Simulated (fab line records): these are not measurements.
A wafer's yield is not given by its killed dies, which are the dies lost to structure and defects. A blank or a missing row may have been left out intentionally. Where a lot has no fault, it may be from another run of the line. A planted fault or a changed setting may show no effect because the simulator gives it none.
Comparing a struck lot with a sound one | flow rit-cmos | 17 out of 202 route steps
Sound: wafers L792.2, L792.4, L792.5. Struck: wafers L800.1, L800.2, L800.6. Last of all comes the cause.
Each step with rows lists, per side, the tool, then ch with its chambers, then its first start. Under that, the readings that differ: sound wafers | struck wafers | difference of the means | sigmas: that difference in standard deviations of wafers without a fault.
alike: a reading whose means differ by less than 2 such deviations, as well as words and numbers matching on both sides. not compared: withheld readings; readings where some wafer has no value; bounds like >300 that might hide an equal value; numbers whose values overlap and for which the record gives no deviation.
A row with sigmas, a row that says differs or no value, or rows on one side alone: a step with any of these is where the two part. Non-overlapping numbers with no deviation appear without sigmas and do not part them. A reading missing from all wafers of one side parts the sides only when that side holds two or more wafers.

first, 2 steps without rows for these wafers: RIT_NRETRO_HARDBAKE_07 (time 120 s); RIT_NRETRO_IMPLANT_08.
RIT_NRETRO_STRIP_09: strips in O2, time 180 s.
  sound on plasma-asher-02 ch 0,1, day 3 10:17; struck on plasma-asher-02 ch 0,1, day 4 21:55
  alike: chamber-pressure-mTorr, drypump-motor-current-A, rf-refl-power-W
  not compared: rf-hours-counter-h
RIT_NRETRO_TW_MEAS_10:
  sound on film-metro-01 at day 3 10:28; struck on film-metro-02 at day 4 22:05
  alike: NRETRO_TW
then, 6 steps without rows for these wafers: RIT_PRETRO_HMDS_00 (prime time 60 s); RIT_PRETRO_COAT_01 (resist thk 1300 nm); RIT_PRETRO_SOFTBAKE_02 (time 60 s); RIT_PRETRO_EXPOSE_03 (exposes mask M5, target cd 43700 nm); RIT_PRETRO_PEB_04; RIT_PRETRO_DEVELOP_05 (develop time 68 s).
RIT_PRETRO_OVL_MEAS_06:
  sound on overlay-02 at day 3 11:32; struck on overlay-01 at day 4 23:07
  alike: PRETRO_OVL
then, 1 step without rows for these wafers: RIT_PRETRO_HARDBAKE_07 (time 120 s).
RIT_PRETRO_IMPLANT_08:
  sound on implanter-02 ch 0, day 3 11:50; struck on implanter-02 ch 0, day 4 23:24
  reading            | sound                           | struck                           | difference  | sigmas
  dose-ions-cm2      | 1.2008e+13 1.1986e+13 1.202e+13 | 2.1971e+13 2.1988e+13 2.1975e+13 | +9.9733e+12 | +99 or more
  faraday-current-uA | 36.9 38.0 38.2                  | 70.5 70.1 70.5                   | +32.7       | +44
  alike: tilt-deg
RIT_PRETRO_STRIP_09: strips in O2, time 180 s.
  sound on plasma-asher-02 ch 0,1, day 3 11:58; struck on plasma-asher-01 ch 0,1, day 4 23:33
  alike: chamber-pressure-mTorr, drypump-motor-current-A, rf-refl-power-W
  not compared: rf-hours-counter-h
RIT_PRETRO_TW_MEAS_10:
  sound on film-metro-04 at day 3 12:08; struck on film-metro-01 at day 4 23:44
  reading   | sound             | struck            | difference | sigmas
  PRETRO_TW | 481.6 480.3 480.2 | 579.1 580.4 577.5 | +98.3      | +36
then, 1 step without rows for these wafers: RIT_GATE_WET_ETCH_00 (etches SiO2 in BOE, target depth 56 nm, time 60 s).
RIT_M1_PROBE_99:
  sound on prober-02 at day 4 18:41; struck on prober-02 at day 6 02:45
  reading                             | sound             | struck           | difference | sigmas
  model.etest.nmos_0p3.r-on-ohm-um    | 2101 2142 2134    | 2538 2474 2462   | +366       |
  model.etest.nmos_0p15.r-on-ohm-um   | 1116 1163 1162    | 1294 1269 1271   | +131       |
  model.etest.nmos-turned.drive-ua-um | 324.9 335.5 320.5 | 231 231.1 235.1  | -95        |
  model.etest.nmos_0p15.drive-ua-um   | 468.5 470.8 460.4 | 383 388.7 396.1  | -77        |
  model.etest.nmos_0p3.drive-ua-um    | 232.6 233.2 229.7 | 173.7 177.2 180  | -54.9      |
  model.etest.nmos-narrow.drive-ua-um | 237 236.6 235.8   | 175 179.5 181.2  | -58        |
  model.etest.ring.delay-ps           | 27.15 27.6 28.17  | 29.65 29.6 28.75 | +1.69      |
  alike: killed_at_M0_to_M3, killed-at-contacts, killed-at-front-end, killed-dies, killed-open, killed-short
  not compared: model.etest.pwell-pinched.rs-ohm-sq

## WHERE THEY PART
At RIT_PRETRO_IMPLANT_08 first; at RIT_PRETRO_TW_MEAS_10 last (within this record only). Later steps at which nothing parts them and some readings are alike: RIT_M1_PROBE_99.

WHY: the cause the simulator had injected
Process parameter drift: implanter-02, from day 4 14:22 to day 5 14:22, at RIT_PRETRO_IMPLANT_08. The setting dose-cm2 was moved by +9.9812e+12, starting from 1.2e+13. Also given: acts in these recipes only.
